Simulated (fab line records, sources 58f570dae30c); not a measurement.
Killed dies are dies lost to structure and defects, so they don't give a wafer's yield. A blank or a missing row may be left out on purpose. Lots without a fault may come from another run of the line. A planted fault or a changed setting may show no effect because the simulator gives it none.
Which tool did it? | flow berkeley_cmos170 | 15 lots, 45 wafers sampled, at 6 steps of a route of 331

WHAT THE GAUGES READ, wafer by wafer
UCB170_ACTIVE_THK_MEAS_06.
lot  | measured    | on            | ACTIVE_NITRIDE_THK (nm)
L766 | day 4 08:39 | film_metro-01 | 225.3 224.0 224.8
L767 | day 5 00:56 | film_metro-02 | 220.3 222.5 222.0
L768 | day 5 00:56 | film_metro-01 | 223.2 220.0 221.8
L771 | day 5 13:46 | film_metro-01 | 225.4 225.2 224.2
L770 | day 5 13:46 | film_metro-03 | 222.4 223.5 222.1
L772 | day 5 17:55 | film_metro-01 | 222.6 224.0 222.7
L774 | day 5 22:47 | film_metro-03 | 225.0 227.3 224.6
L777 | day 6 22:46 | film_metro-01 | 220.0 221.5 221.6
L778 | day 7 05:22 | film_metro-03 | 223.8 222.5 224.3
L782 | day 7 05:22 | film_metro-02 | 220.7 219.1 220.2
L781 | day 7 15:39 | film_metro-01 | 225.6 225.2 225.3
L786 | day 8 08:12 | film_metro-03 | 220.5 220.5 222.0
L788 | day 9 00:52 | film_metro-01 | 224.2 223.4 222.0
L787 | day 9 04:24 | film_metro-01 | 226.8 226.7 226.9
L789 | day 9 07:46 | film_metro-03 | 223.1 223.4 223.8

UCB170_NVT_OVL_MEAS_06.
lot  | measured     | on         | NVT_OVL (nm)
L766 | day 5 13:05  | overlay-02 | 0 1 3
L767 | day 6 09:01  | overlay-02 | 0 2 -4
L768 | day 6 09:04  | overlay-01 | -7 -5 0
L771 | day 7 01:52  | overlay-02 | 7 9 -3
L770 | day 7 02:30  | overlay-02 | 4 0 3
L772 | day 7 01:42  | overlay-02 | -7 1 -3
L774 | day 7 08:10  | overlay-01 | 1 3 7
L777 | day 8 02:24  | overlay-02 | - - -
L778 | day 8 13:37  | overlay-02 | - - -
L782 | day 8 13:29  | overlay-01 | - - -
L781 | day 8 21:40  | overlay-01 | 4 7 0
L786 | day 9 17:19  | overlay-02 | -1 1 5
L788 | day 10 11:17 | overlay-01 | 4 12 11
L787 | day 10 12:23 | overlay-02 | 5 -8 5
L789 | day 10 14:19 | overlay-01 | 3 2 3

UCB170_PVT_TW_MEAS_09.
lot  | measured     | on            | PVT_TW
L766 | day 5 15:39  | film_metro-02 | 504 505 505
L767 | day 6 10:40  | film_metro-02 | 501 502 500
L768 | day 6 10:51  | film_metro-01 | 505 503 503
L771 | day 7 04:13  | film_metro-01 | 502 502 504
L770 | day 7 04:31  | film_metro-02 | 502 500 502
L772 | day 7 03:59  | film_metro-02 | 505 499 499
L774 | day 7 10:12  | film_metro-01 | 505 504 506
L777 | day 8 05:17  | film_metro-04 | 650 647 652
L778 | day 8 16:11  | film_metro-04 | 649 646 650
L782 | day 8 15:55  | film_metro-04 | 650 648 650
L781 | day 8 23:31  | film_metro-01 | 504 508 506
L786 | day 9 19:05  | film_metro-04 | 513 515 510
L788 | day 10 14:41 | film_metro-04 | 514 516 512
L787 | day 10 14:47 | film_metro-02 | 502 502 504
L789 | day 10 16:20 | film_metro-02 | 506 504 505

WHICH TOOL RAN EACH LOT (tool, then ch and the chambers of the sampled wafers, then the start)
lot  | UCB170_PFIELD_STRIP_08              | UCB170_NVT_COAT_01                | UCB170_PVT_STRIP_08
L766 | plasma_asher-03 ch 0, day 4 11:48   | litho_track-01 ch 0, day 5 12:16  | plasma_asher-04 ch 1, day 5 15:33
L767 | plasma_asher-03 ch 0,1, day 5 04:17 | litho_track-01 ch 0, day 6 08:10  | plasma_asher-04 ch 0,1, day 6 10:34
L768 | plasma_asher-01 ch 0, day 5 04:08   | litho_track-03 ch 0, day 6 08:11  | plasma_asher-02 ch 0,1, day 6 10:44
L771 | plasma_asher-01 ch 0,1, day 5 21:20 | litho_track-03 ch 0, day 7 01:07  | plasma_asher-04 ch 0,1, day 7 04:08
L770 | plasma_asher-04 ch 0,1, day 5 21:20 | litho_track-01 ch 0, day 7 01:32  | plasma_asher-01 ch 0,1, day 7 04:25
L772 | plasma_asher-04 ch 0,1, day 5 21:44 | litho_track-01 ch 0, day 7 01:00  | plasma_asher-01 ch 0, day 7 03:53
L774 | plasma_asher-03 ch 0,1, day 6 02:22 | litho_track-01 ch 0, day 7 06:47  | plasma_asher-04 ch 0,1, day 7 10:05
L777 | plasma_asher-01 ch 0,1, day 7 01:29 | litho_track-01, day 8 01:35       | plasma_asher-01 ch 0,1, day 8 05:11
L778 | plasma_asher-04 ch 0,1, day 7 09:16 | litho_track-04, day 8 12:22       | plasma_asher-01 ch 0,1, day 8 16:05
L782 | plasma_asher-01 ch 0,1, day 7 09:32 | litho_track-01, day 8 12:11       | plasma_asher-04 ch 0,1, day 8 15:49
L781 | plasma_asher-03 ch 0, day 7 19:58   | litho_track-04 ch 0, day 8 20:48  | plasma_asher-01 ch 0,1, day 8 23:25
L786 | plasma_asher-03 ch 0,1, day 8 10:57 | litho_track-01 ch 0, day 9 16:37  | plasma_asher-04 ch 0,1, day 9 18:59
L788 | plasma_asher-01 ch 0,1, day 9 05:14 | litho_track-04 ch 0, day 10 09:44 | plasma_asher-04 ch 0,1, day 10 14:32
L787 | plasma_asher-03 ch 0,1, day 9 10:01 | litho_track-04 ch 0, day 10 11:43 | plasma_asher-02 ch 0,1, day 10 14:41
L789 | plasma_asher-04 ch 0,1, day 9 14:38 | litho_track-01 ch 0, day 10 13:21 | plasma_asher-04 ch 0,1, day 10 16:14
- UCB170_PFIELD_STRIP_08: strips in O2.
- UCB170_NVT_COAT_01: resist thk 900 nm.
- UCB170_PVT_STRIP_08: strips in O2.

WHAT THE TOOLS THEMSELVES READ (means of the sampled wafers that have a number; where no wafer has one, the mark that the record gives instead)
UCB170_PFIELD_STRIP_08.
lot  | tool            | drypump_motor_current_A (A) | oes_product_au (a.u.) | strip_time_to_endpoint_s (s)
L766 | plasma_asher-03 | 5.0                         | 0.735                 | 21.59
L767 | plasma_asher-03 | 5.3                         | 0.731                 | 21.59
L768 | plasma_asher-01 | 6.0                         | 0.732                 | 21.72
L771 | plasma_asher-01 | 5.7                         | 0.735                 | 21.64
L770 | plasma_asher-04 | 5.7                         | 0.735                 | 21.53
L772 | plasma_asher-04 | 5.8                         | 0.738                 | 21.65
L774 | plasma_asher-03 | 5.6                         | 0.734                 | 21.63
L777 | plasma_asher-01 | 5.5                         | 0.736                 | 21.63
L778 | plasma_asher-04 | 5.8                         | 0.736                 | 21.63
L782 | plasma_asher-01 | 5.7                         | 0.735                 | 21.79
L781 | plasma_asher-03 | 5.0                         | 0.736                 | 21.61
L786 | plasma_asher-03 | 5.6                         | 0.736                 | 21.57
L788 | plasma_asher-01 | 5.4                         | 0.732                 | 21.66
L787 | plasma_asher-03 | 5.3                         | 0.734                 | 21.70
L789 | plasma_asher-04 | 5.7                         | 0.733                 | 21.67

UCB170_NVT_COAT_01.
lot  | tool           | chill_plate_temp_C (C) | dispense_pressure_kPa (kPa)
L766 | litho_track-01 | 23.04                  | 54
L767 | litho_track-01 | 22.97                  | 54
L768 | litho_track-03 | 22.81                  | 42
L771 | litho_track-03 | 23.02                  | 42
L770 | litho_track-01 | 22.91                  | 54
L772 | litho_track-01 | 22.97                  | 54
L774 | litho_track-01 | 22.92                  | 54
L777 | litho_track-01 | -                      | -
L778 | litho_track-04 | -                      | -
L782 | litho_track-01 | -                      | -
L781 | litho_track-04 | 22.97                  | 51
L786 | litho_track-01 | 23.07                  | 54
L788 | litho_track-04 | 23.05                  | 51
L787 | litho_track-04 | 23.03                  | 51
L789 | litho_track-01 | 23.01                  | 54

UCB170_PVT_STRIP_08.
lot  | tool            | drypump_motor_current_A (A) | oes_product_au (a.u.) | strip_time_to_endpoint_s (s)
L766 | plasma_asher-04 | 5.9                         | 0.737                 | 21.68
L767 | plasma_asher-04 | 5.7                         | 0.735                 | 21.51
L768 | plasma_asher-02 | 6.0                         | 0.738                 | 21.54
L771 | plasma_asher-04 | 5.8                         | 0.730                 | 21.67
L770 | plasma_asher-01 | 5.7                         | 0.734                 | 21.62
L772 | plasma_asher-01 | 6.0                         | 0.735                 | 21.56
L774 | plasma_asher-04 | 5.8                         | 0.734                 | 21.66
L777 | plasma_asher-01 | 5.5                         | 0.735                 | 21.63
L778 | plasma_asher-01 | 5.5                         | 0.728                 | 21.71
L782 | plasma_asher-04 | 5.5                         | 0.733                 | 21.58
L781 | plasma_asher-01 | 5.7                         | 0.737                 | 21.55
L786 | plasma_asher-04 | 5.5                         | 0.738                 | 21.69
L788 | plasma_asher-04 | 5.5                         | 0.737                 | 21.65
L787 | plasma_asher-02 | 6.1                         | 0.735                 | 21.65
L789 | plasma_asher-04 | 5.5                         | 0.738                 | 21.65

THE ANSWER, worked out from the rows above alone
Rule: what is usual is taken from the lots themselves. Put in order of their means at a reading, lots are off if they are a third of the lots or fewer, leave a main group of 4 or more, and stand apart from it by a gap of 3 or more times the standard deviation of the main group's means; of several such gaps the widest counts. A main group whose means are all the same, to the digits that the tables above print for the reading, isn't used. A lot without any number at a reading at which 4 lots or more have one is off too. The other lots that the step has rows for count as sound. The gauges are gone through in route order, then the tools' own readings, and for those a lot's mean is taken as printed above. The first step at which some lot is off is used, and at that step the reading that is off furthest; a lot without a number counts as furthest.
Off: L777, L778, L782, at UCB170_NVT_OVL_MEAS_06 (NVT_OVL). Without a number there: L777, L778, L782. The main group: mean 2 nm, standard deviation 3.3.
A tool fits if, at a process step before that reading, it ran every lot that is off, and no sound lot after the first of them. The gauges at UCB170_NVT_OVL_MEAS_06 aren't tried: what is off there is off at UCB170_PVT_TW_MEAS_09 too, on other tools, and a gauge's error can't cause that. None of those tried fits.

WHAT THE SIMULATOR HAD PUT IN
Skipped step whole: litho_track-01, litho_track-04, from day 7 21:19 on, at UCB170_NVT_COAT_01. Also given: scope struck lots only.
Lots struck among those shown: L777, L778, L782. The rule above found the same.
